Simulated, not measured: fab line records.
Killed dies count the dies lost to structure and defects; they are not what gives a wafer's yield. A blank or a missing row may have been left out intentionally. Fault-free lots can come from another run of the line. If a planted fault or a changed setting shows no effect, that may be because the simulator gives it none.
fab line records / flow rit-cmos
[record] lots = 15 wafers = 45 last-day = 7
route steps=202 shown SILICIDE@162
lots that met no fault: taken from a fault-free run of the same line
start-h: start of the lot's first displayed wafer, in hours after the record's first day / wait-h: hours from the lot's prior step to this one / " same as the row above / L1.1+2: a single row standing in for several wafers / - no value present, or no start provided / * or withheld: withheld / < > ~ a bound
route shown NAME@n: a module of which the file shows steps, and the number in the route of the first / usual: average and standard deviation across the fault-free wafers / same: alike in all rows / chamber/n: place in a boat / sites: the reading at each site / _std_site: the standard deviation of these / _edge_site: outer sites' mean less inner sites' / radius-mm: how far each site lies from the wafer's centre / mask NAME#n: copy n / behind: the last tool/chamber to shape the wafer / hold: why the lot went on hold/how many hours it stayed there/how the hold came to an end / device: names the non-switching transistor (n, p or np) / end of line: the same wafers' tests at the end of the route / step lacking rows: just its recipe / killed: dies that structure and defects cost at the first sort, which is not the same as the wafer's yield / map: a wafer's dies, marking killed ones x, the rest . and places with no die _
set.NAME: setting as actually run; set.NAME@STEP: the setting as run at that earlier step / model.NAME: the simulator's own value behind a step, which no gauge read
route steps across a sampled set of lots; one table per step, one row per wafer
services: from which hour (start-h, from the record's first day; less than 0 if before it) a tool's chamber was out of use, for how many hours, and why
[[steps]]
[step RIT_SILICIDE_SPUTTER_01]
[recipe] material = Ti target-thk-nm = 30 power-w = 350 chamber-pressure-pa = 0.667 gas = Ar time-s = 240 substrate-temp-c = 25
[usual] chamber-pressure-pa = 0.6670/0.0015 throttle-valve-pct = 29.9/1
lot.wafer=L226.1 tool=pvd-sputter-01 chamber=- start-h=51.44 wait-h=0.0 chamber-pressure-pa=0.6660 throttle-valve-pct=28.7
lot.wafer=L226.3 tool=pvd-sputter-01 chamber=- start-h=51.44 wait-h=0.0 chamber-pressure-pa=0.6650 throttle-valve-pct=30.8
lot.wafer=L226.5 tool=pvd-sputter-01 chamber=- start-h=51.44 wait-h=0.0 chamber-pressure-pa=0.6660 throttle-valve-pct=27.7
lot.wafer=L227.1 tool=pvd-sputter-04 chamber=- start-h=56.29 wait-h=0.0 chamber-pressure-pa=0.6664 throttle-valve-pct=29.5
lot.wafer=L227.2 tool=pvd-sputter-04 chamber=- start-h=56.29 wait-h=0.0 chamber-pressure-pa=0.6667 throttle-valve-pct=29.1
lot.wafer=L227.4 tool=pvd-sputter-04 chamber=- start-h=56.29 wait-h=0.0 chamber-pressure-pa=0.6644 throttle-valve-pct=29.6
lot.wafer=L228.2 tool=pvd-sputter-01 chamber=- start-h=61.19 wait-h=0.0 chamber-pressure-pa=0.6689 throttle-valve-pct=30.7
lot.wafer=L228.3 tool=pvd-sputter-01 chamber=- start-h=61.19 wait-h=0.0 chamber-pressure-pa=0.6652 throttle-valve-pct=31.3
lot.wafer=L228.4 tool=pvd-sputter-01 chamber=- start-h=61.19 wait-h=0.0 chamber-pressure-pa=0.6668 throttle-valve-pct=29.0
lot.wafer=L229.1 tool=pvd-sputter-04 chamber=- start-h=69.29 wait-h=0.0 chamber-pressure-pa=0.6664 throttle-valve-pct=29.3
lot.wafer=L229.4 tool=pvd-sputter-04 chamber=- start-h=69.29 wait-h=0.0 chamber-pressure-pa=0.6682 throttle-valve-pct=29.2
lot.wafer=L229.6 tool=pvd-sputter-04 chamber=- start-h=69.29 wait-h=0.0 chamber-pressure-pa=0.6662 throttle-valve-pct=29.5
lot.wafer=L230.1 tool=pvd-sputter-01 chamber=- start-h=71.30 wait-h=0.0 chamber-pressure-pa=0.6669 throttle-valve-pct=30.8
lot.wafer=L230.3 tool=pvd-sputter-01 chamber=- start-h=71.30 wait-h=0.0 chamber-pressure-pa=0.6688 throttle-valve-pct=31.0
lot.wafer=L230.4 tool=pvd-sputter-01 chamber=- start-h=71.30 wait-h=0.0 chamber-pressure-pa=0.6661 throttle-valve-pct=27.8
lot.wafer=L231.2 tool=pvd-sputter-04 chamber=- start-h=76.17 wait-h=0.0 chamber-pressure-pa=0.6669 throttle-valve-pct=29.1
lot.wafer=L231.3 tool=pvd-sputter-04 chamber=- start-h=76.17 wait-h=0.0 chamber-pressure-pa=0.6686 throttle-valve-pct=30.6
lot.wafer=L231.5 tool=pvd-sputter-04 chamber=- start-h=76.17 wait-h=0.0 chamber-pressure-pa=0.6684 throttle-valve-pct=29.4
lot.wafer=L232.2 tool=pvd-sputter-02 chamber=- start-h=80.58 wait-h=0.0 chamber-pressure-pa=0.6660 throttle-valve-pct=31.9
lot.wafer=L232.3 tool=pvd-sputter-02 chamber=- start-h=80.58 wait-h=0.0 chamber-pressure-pa=0.6669 throttle-valve-pct=29.9
lot.wafer=L232.4 tool=pvd-sputter-02 chamber=- start-h=80.58 wait-h=0.0 chamber-pressure-pa=0.6692 throttle-valve-pct=29.9
lot.wafer=L237.1 tool=pvd-sputter-04 chamber=- start-h=104.78 wait-h=0.0 chamber-pressure-pa=0.6698 throttle-valve-pct=31.1
lot.wafer=L237.5 tool=pvd-sputter-04 chamber=- start-h=104.78 wait-h=0.0 chamber-pressure-pa=0.6680 throttle-valve-pct=30.9
lot.wafer=L237.6 tool=pvd-sputter-04 chamber=- start-h=104.78 wait-h=0.0 chamber-pressure-pa=0.6660 throttle-valve-pct=29.3
lot.wafer=L238.2 tool=pvd-sputter-02 chamber=- start-h=111.69 wait-h=0.0 chamber-pressure-pa=0.6699 throttle-valve-pct=29.7
lot.wafer=L238.4 tool=pvd-sputter-02 chamber=- start-h=111.69 wait-h=0.0 chamber-pressure-pa=0.6670 throttle-valve-pct=31.8
lot.wafer=L238.5 tool=pvd-sputter-02 chamber=- start-h=111.69 wait-h=0.0 chamber-pressure-pa=0.6669 throttle-valve-pct=30.3
lot.wafer=L239.2 tool=pvd-sputter-04 chamber=- start-h=116.91 wait-h=0.0 chamber-pressure-pa=0.6687 throttle-valve-pct=29.5
lot.wafer=L239.3 tool=pvd-sputter-04 chamber=- start-h=116.91 wait-h=0.0 chamber-pressure-pa=0.6655 throttle-valve-pct=30.7
lot.wafer=L239.4 tool=pvd-sputter-04 chamber=- start-h=116.91 wait-h=0.0 chamber-pressure-pa=0.6660 throttle-valve-pct=29.4
lot.wafer=L240.1 tool=pvd-sputter-04 chamber=- start-h=120.18 wait-h=0.0 chamber-pressure-pa=0.6689 throttle-valve-pct=30.7
lot.wafer=L240.4 tool=pvd-sputter-04 chamber=- start-h=120.18 wait-h=0.0 chamber-pressure-pa=0.6673 throttle-valve-pct=29.4
lot.wafer=L240.5 tool=pvd-sputter-04 chamber=- start-h=120.18 wait-h=0.0 chamber-pressure-pa=0.6701 throttle-valve-pct=31.0
lot.wafer=L243.1 tool=pvd-sputter-01 chamber=- start-h=135.01 wait-h=0.0 chamber-pressure-pa=0.6668 throttle-valve-pct=28.0
lot.wafer=L243.3 tool=pvd-sputter-01 chamber=- start-h=135.01 wait-h=0.0 chamber-pressure-pa=0.6694 throttle-valve-pct=28.7
lot.wafer=L243.5 tool=pvd-sputter-01 chamber=- start-h=135.01 wait-h=0.0 chamber-pressure-pa=0.6674 throttle-valve-pct=31.2
lot.wafer=L245.1 tool=pvd-sputter-01 chamber=- start-h=145.59 wait-h=0.0 chamber-pressure-pa=0.6673 throttle-valve-pct=31.1
lot.wafer=L245.5 tool=pvd-sputter-01 chamber=- start-h=145.59 wait-h=0.0 chamber-pressure-pa=0.6653 throttle-valve-pct=31.1
lot.wafer=L245.6 tool=pvd-sputter-01 chamber=- start-h=145.59 wait-h=0.0 chamber-pressure-pa=0.6671 throttle-valve-pct=30.9
lot.wafer=L247.1 tool=pvd-sputter-01 chamber=- start-h=155.39 wait-h=0.0 chamber-pressure-pa=0.6664 throttle-valve-pct=31.1
lot.wafer=L247.2 tool=pvd-sputter-01 chamber=- start-h=155.39 wait-h=0.0 chamber-pressure-pa=0.6650 throttle-valve-pct=28.0
lot.wafer=L247.5 tool=pvd-sputter-01 chamber=- start-h=155.39 wait-h=0.0 chamber-pressure-pa=0.6666 throttle-valve-pct=31.3
lot.wafer=L249.2 tool=pvd-sputter-01 chamber=- start-h=166.76 wait-h=0.0 chamber-pressure-pa=0.6667 throttle-valve-pct=30.8
lot.wafer=L249.4 tool=pvd-sputter-01 chamber=- start-h=166.76 wait-h=0.0 chamber-pressure-pa=0.6679 throttle-valve-pct=28.0
lot.wafer=L249.5 tool=pvd-sputter-01 chamber=- start-h=166.76 wait-h=0.0 chamber-pressure-pa=0.6677 throttle-valve-pct=27.8
[step RIT_SILICIDE_RS_MEAS_02]
[recipe] thk-meas-gauge = four-point-probe reads = Ti_of_SILICIDE_SPUTTER_01
[usual] SILICIDE_TI_RS = 47.6/0.51
lot.wafer=L226.1 tool=film-metro-03 chamber=- start-h=51.61 wait-h=0.1 SILICIDE_TI_RS[ohm/sq]=47.5
lot.wafer=L226.3 tool=film-metro-03 chamber=- start-h=51.61 wait-h=0.1 SILICIDE_TI_RS[ohm/sq]=47.5
lot.wafer=L226.5 tool=film-metro-03 chamber=- start-h=51.61 wait-h=0.1 SILICIDE_TI_RS[ohm/sq]=47.0
lot.wafer=L227.1 tool=film-metro-04 chamber=- start-h=56.46 wait-h=0.1 SILICIDE_TI_RS[ohm/sq]=47.6
lot.wafer=L227.2 tool=film-metro-04 chamber=- start-h=56.46 wait-h=0.1 SILICIDE_TI_RS[ohm/sq]=47.5
lot.wafer=L227.4 tool=film-metro-04 chamber=- start-h=56.46 wait-h=0.1 SILICIDE_TI_RS[ohm/sq]=47.9
lot.wafer=L228.2 tool=film-metro-04 chamber=- start-h=61.36 wait-h=0.1 SILICIDE_TI_RS[ohm/sq]=48.6
lot.wafer=L228.3 tool=film-metro-04 chamber=- start-h=61.36 wait-h=0.1 SILICIDE_TI_RS[ohm/sq]=48.4
lot.wafer=L228.4 tool=film-metro-04 chamber=- start-h=61.36 wait-h=0.1 SILICIDE_TI_RS[ohm/sq]=47.9
lot.wafer=L229.1 tool=film-metro-04 chamber=- start-h=69.44 wait-h=0.1 SILICIDE_TI_RS[ohm/sq]=47.6
lot.wafer=L229.4 tool=film-metro-04 chamber=- start-h=69.44 wait-h=0.1 SILICIDE_TI_RS[ohm/sq]=47.8
lot.wafer=L229.6 tool=film-metro-04 chamber=- start-h=69.44 wait-h=0.1 SILICIDE_TI_RS[ohm/sq]=47.6
lot.wafer=L230.1 tool=film-metro-03 chamber=- start-h=71.45 wait-h=0.1 SILICIDE_TI_RS[ohm/sq]=48.5
lot.wafer=L230.3 tool=film-metro-03 chamber=- start-h=71.45 wait-h=0.1 SILICIDE_TI_RS[ohm/sq]=48.3
lot.wafer=L230.4 tool=film-metro-03 chamber=- start-h=71.45 wait-h=0.1 SILICIDE_TI_RS[ohm/sq]=48.2
lot.wafer=L231.2 tool=film-metro-01 chamber=- start-h=76.34 wait-h=0.1 SILICIDE_TI_RS[ohm/sq]=47.2
lot.wafer=L231.3 tool=film-metro-01 chamber=- start-h=76.34 wait-h=0.1 SILICIDE_TI_RS[ohm/sq]=47.5
lot.wafer=L231.5 tool=film-metro-01 chamber=- start-h=76.34 wait-h=0.1 SILICIDE_TI_RS[ohm/sq]=47.6
lot.wafer=L232.2 tool=film-metro-03 chamber=- start-h=80.75 wait-h=0.1 SILICIDE_TI_RS[ohm/sq]=47.6
lot.wafer=L232.3 tool=film-metro-03 chamber=- start-h=80.75 wait-h=0.1 SILICIDE_TI_RS[ohm/sq]=47.4
lot.wafer=L232.4 tool=film-metro-03 chamber=- start-h=80.75 wait-h=0.1 SILICIDE_TI_RS[ohm/sq]=47.1
lot.wafer=L237.1 tool=film-metro-03 chamber=- start-h=104.93 wait-h=0.1 SILICIDE_TI_RS[ohm/sq]=53.6
lot.wafer=L237.5 tool=film-metro-03 chamber=- start-h=104.93 wait-h=0.1 SILICIDE_TI_RS[ohm/sq]=53.5
lot.wafer=L237.6 tool=film-metro-03 chamber=- start-h=104.93 wait-h=0.1 SILICIDE_TI_RS[ohm/sq]=52.9
lot.wafer=L238.2 tool=film-metro-01 chamber=- start-h=111.86 wait-h=0.1 SILICIDE_TI_RS[ohm/sq]=46.5
lot.wafer=L238.4 tool=film-metro-01 chamber=- start-h=111.86 wait-h=0.1 SILICIDE_TI_RS[ohm/sq]=46.9
lot.wafer=L238.5 tool=film-metro-01 chamber=- start-h=111.86 wait-h=0.1 SILICIDE_TI_RS[ohm/sq]=47.1
lot.wafer=L239.2 tool=film-metro-04 chamber=- start-h=117.08 wait-h=0.1 SILICIDE_TI_RS[ohm/sq]=53.8
lot.wafer=L239.3 tool=film-metro-04 chamber=- start-h=117.08 wait-h=0.1 SILICIDE_TI_RS[ohm/sq]=53.0
lot.wafer=L239.4 tool=film-metro-04 chamber=- start-h=117.08 wait-h=0.1 SILICIDE_TI_RS[ohm/sq]=53.1
lot.wafer=L240.1 tool=film-metro-04 chamber=- start-h=120.33 wait-h=0.1 SILICIDE_TI_RS[ohm/sq]=51.7
lot.wafer=L240.4 tool=film-metro-04 chamber=- start-h=120.33 wait-h=0.1 SILICIDE_TI_RS[ohm/sq]=51.9
lot.wafer=L240.5 tool=film-metro-04 chamber=- start-h=120.33 wait-h=0.1 SILICIDE_TI_RS[ohm/sq]=52.2
lot.wafer=L243.1 tool=film-metro-04 chamber=- start-h=135.16 wait-h=0.1 SILICIDE_TI_RS[ohm/sq]=47.7
lot.wafer=L243.3 tool=film-metro-04 chamber=- start-h=135.16 wait-h=0.1 SILICIDE_TI_RS[ohm/sq]=47.9
lot.wafer=L243.5 tool=film-metro-04 chamber=- start-h=135.16 wait-h=0.1 SILICIDE_TI_RS[ohm/sq]=47.6
lot.wafer=L245.1 tool=film-metro-03 chamber=- start-h=145.74 wait-h=0.1 SILICIDE_TI_RS[ohm/sq]=47.1
lot.wafer=L245.5 tool=film-metro-03 chamber=- start-h=145.74 wait-h=0.1 SILICIDE_TI_RS[ohm/sq]=46.9
lot.wafer=L245.6 tool=film-metro-03 chamber=- start-h=145.74 wait-h=0.1 SILICIDE_TI_RS[ohm/sq]=47.3
lot.wafer=L247.1 tool=film-metro-01 chamber=- start-h=155.54 wait-h=0.1 SILICIDE_TI_RS[ohm/sq]=46.3
lot.wafer=L247.2 tool=film-metro-01 chamber=- start-h=155.54 wait-h=0.1 SILICIDE_TI_RS[ohm/sq]=47.2
lot.wafer=L247.5 tool=film-metro-01 chamber=- start-h=155.54 wait-h=0.1 SILICIDE_TI_RS[ohm/sq]=47.1
lot.wafer=L249.2 tool=film-metro-03 chamber=- start-h=166.93 wait-h=0.1 SILICIDE_TI_RS[ohm/sq]=48.4
lot.wafer=L249.4 tool=film-metro-03 chamber=- start-h=166.93 wait-h=0.1 SILICIDE_TI_RS[ohm/sq]=47.9
lot.wafer=L249.5 tool=film-metro-03 chamber=- start-h=166.93 wait-h=0.1 SILICIDE_TI_RS[ohm/sq]=47.9
[step RIT_SILICIDE_THK_MEAS_03]
[recipe] thk-meas-gauge = xrf reads = Ti_of_SILICIDE_SPUTTER_01
[usual] SILICIDE_TI_THK = 30.31/0.27
lot.wafer=L226.1 tool=film-metro-03 chamber=- start-h=51.73 wait-h=0.1 SILICIDE_TI_THK[nm]=30.47
lot.wafer=L226.3 tool=film-metro-03 chamber=- start-h=51.73 wait-h=0.1 SILICIDE_TI_THK[nm]=30.47
lot.wafer=L226.5 tool=film-metro-03 chamber=- start-h=51.73 wait-h=0.1 SILICIDE_TI_THK[nm]=30.71
lot.wafer=L227.1 tool=film-metro-04 chamber=- start-h=56.58 wait-h=0.1 SILICIDE_TI_THK[nm]=30.38
lot.wafer=L227.2 tool=film-metro-04 chamber=- start-h=56.58 wait-h=0.1 SILICIDE_TI_THK[nm]=30.35
lot.wafer=L227.4 tool=film-metro-04 chamber=- start-h=56.58 wait-h=0.1 SILICIDE_TI_THK[nm]=30.07
lot.wafer=L228.2 tool=film-metro-04 chamber=- start-h=61.47 wait-h=0.1 SILICIDE_TI_THK[nm]=29.69
lot.wafer=L228.3 tool=film-metro-04 chamber=- start-h=61.47 wait-h=0.1 SILICIDE_TI_THK[nm]=29.75
lot.wafer=L228.4 tool=film-metro-04 chamber=- start-h=61.47 wait-h=0.1 SILICIDE_TI_THK[nm]=30.13
lot.wafer=L229.1 tool=film-metro-04 chamber=- start-h=69.56 wait-h=0.1 SILICIDE_TI_THK[nm]=30.37
lot.wafer=L229.4 tool=film-metro-04 chamber=- start-h=69.56 wait-h=0.1 SILICIDE_TI_THK[nm]=30.05
lot.wafer=L229.6 tool=film-metro-04 chamber=- start-h=69.56 wait-h=0.1 SILICIDE_TI_THK[nm]=30.32
lot.wafer=L230.1 tool=film-metro-03 chamber=- start-h=71.57 wait-h=0.1 SILICIDE_TI_THK[nm]=30.08
lot.wafer=L230.3 tool=film-metro-03 chamber=- start-h=71.57 wait-h=0.1 SILICIDE_TI_THK[nm]=30.21
lot.wafer=L230.4 tool=film-metro-03 chamber=- start-h=71.57 wait-h=0.1 SILICIDE_TI_THK[nm]=30.10
lot.wafer=L231.2 tool=film-metro-01 chamber=- start-h=76.45 wait-h=0.1 SILICIDE_TI_THK[nm]=30.50
lot.wafer=L231.3 tool=film-metro-01 chamber=- start-h=76.45 wait-h=0.1 SILICIDE_TI_THK[nm]=30.15
lot.wafer=L231.5 tool=film-metro-01 chamber=- start-h=76.45 wait-h=0.1 SILICIDE_TI_THK[nm]=30.08
lot.wafer=L232.2 tool=film-metro-03 chamber=- start-h=80.86 wait-h=0.1 SILICIDE_TI_THK[nm]=30.41
lot.wafer=L232.3 tool=film-metro-03 chamber=- start-h=80.86 wait-h=0.1 SILICIDE_TI_THK[nm]=30.52
lot.wafer=L232.4 tool=film-metro-03 chamber=- start-h=80.86 wait-h=0.1 SILICIDE_TI_THK[nm]=30.59
lot.wafer=L237.1 tool=film-metro-03 chamber=- start-h=105.05 wait-h=0.1 SILICIDE_TI_THK[nm]=27.75
lot.wafer=L237.5 tool=film-metro-03 chamber=- start-h=105.05 wait-h=0.1 SILICIDE_TI_THK[nm]=27.68
lot.wafer=L237.6 tool=film-metro-03 chamber=- start-h=105.05 wait-h=0.1 SILICIDE_TI_THK[nm]=28.00
lot.wafer=L238.2 tool=film-metro-01 chamber=- start-h=111.97 wait-h=0.1 SILICIDE_TI_THK[nm]=30.67
lot.wafer=L238.4 tool=film-metro-01 chamber=- start-h=111.97 wait-h=0.1 SILICIDE_TI_THK[nm]=30.58
lot.wafer=L238.5 tool=film-metro-01 chamber=- start-h=111.97 wait-h=0.1 SILICIDE_TI_THK[nm]=30.22
lot.wafer=L239.2 tool=film-metro-04 chamber=- start-h=117.19 wait-h=0.1 SILICIDE_TI_THK[nm]=27.51
lot.wafer=L239.3 tool=film-metro-04 chamber=- start-h=117.19 wait-h=0.1 SILICIDE_TI_THK[nm]=27.84
lot.wafer=L239.4 tool=film-metro-04 chamber=- start-h=117.19 wait-h=0.1 SILICIDE_TI_THK[nm]=27.72
lot.wafer=L240.1 tool=film-metro-04 chamber=- start-h=120.45 wait-h=0.1 SILICIDE_TI_THK[nm]=28.35
lot.wafer=L240.4 tool=film-metro-04 chamber=- start-h=120.45 wait-h=0.1 SILICIDE_TI_THK[nm]=28.19
lot.wafer=L240.5 tool=film-metro-04 chamber=- start-h=120.45 wait-h=0.1 SILICIDE_TI_THK[nm]=28.26
lot.wafer=L243.1 tool=film-metro-04 chamber=- start-h=135.28 wait-h=0.1 SILICIDE_TI_THK[nm]=30.20
lot.wafer=L243.3 tool=film-metro-04 chamber=- start-h=135.28 wait-h=0.1 SILICIDE_TI_THK[nm]=29.96
lot.wafer=L243.5 tool=film-metro-04 chamber=- start-h=135.28 wait-h=0.1 SILICIDE_TI_THK[nm]=30.34
lot.wafer=L245.1 tool=film-metro-03 chamber=- start-h=145.86 wait-h=0.1 SILICIDE_TI_THK[nm]=30.60
lot.wafer=L245.5 tool=film-metro-03 chamber=- start-h=145.86 wait-h=0.1 SILICIDE_TI_THK[nm]=30.74
lot.wafer=L245.6 tool=film-metro-03 chamber=- start-h=145.86 wait-h=0.1 SILICIDE_TI_THK[nm]=30.51
lot.wafer=L247.1 tool=film-metro-01 chamber=- start-h=155.66 wait-h=0.1 SILICIDE_TI_THK[nm]=30.87
lot.wafer=L247.2 tool=film-metro-01 chamber=- start-h=155.66 wait-h=0.1 SILICIDE_TI_THK[nm]=30.39
lot.wafer=L247.5 tool=film-metro-01 chamber=- start-h=155.66 wait-h=0.1 SILICIDE_TI_THK[nm]=30.36
lot.wafer=L249.2 tool=film-metro-03 chamber=- start-h=167.04 wait-h=0.1 SILICIDE_TI_THK[nm]=30.00
lot.wafer=L249.4 tool=film-metro-03 chamber=- start-h=167.04 wait-h=0.1 SILICIDE_TI_THK[nm]=30.42
lot.wafer=L249.5 tool=film-metro-03 chamber=- start-h=167.04 wait-h=0.1 SILICIDE_TI_THK[nm]=30.24
[[services]]
tool=pvd-sputter-02 chamber=- start-h=68.49 hours=3.0 kind=repair
tool=pvd-sputter-01 chamber=- start-h=117.27 hours=6.6 kind=repair
[[key]]
[first-sign] step = RIT_SILICIDE_RS_MEAS_02 reading = SILICIDE_TI_RS direction = up sigmas = 10 usual = 47.6 struck = 52.9
[effect] step = RIT_SILICIDE_THK_MEAS_03 reading = SILICIDE_TI_THK direction = down sigmas = 9 usual = 30.31 struck = 27.92
met-at RIT_SILICIDE_SPUTTER_01
struck-lots L237,L239,L240
tester-left-out L237,L239,L240
onset-between 76.17 104.78
[fault] kind = process-parameter-drift tool = pvd-sputter-04 chamber = - onset-h = 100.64 steps = RIT_SILICIDE_SPUTTER_01 channel = target-thk-nm offset = -2.2723 shape = step end-h = 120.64 stated = 30
// tester-left-out: of these lots the tester's yield and bins aren't shown, on N5 and GAA mostly nor the transistor test; their killed dies are dies lost to structure and defects alone, not to doping, threshold or leakage, so they don't give the yield
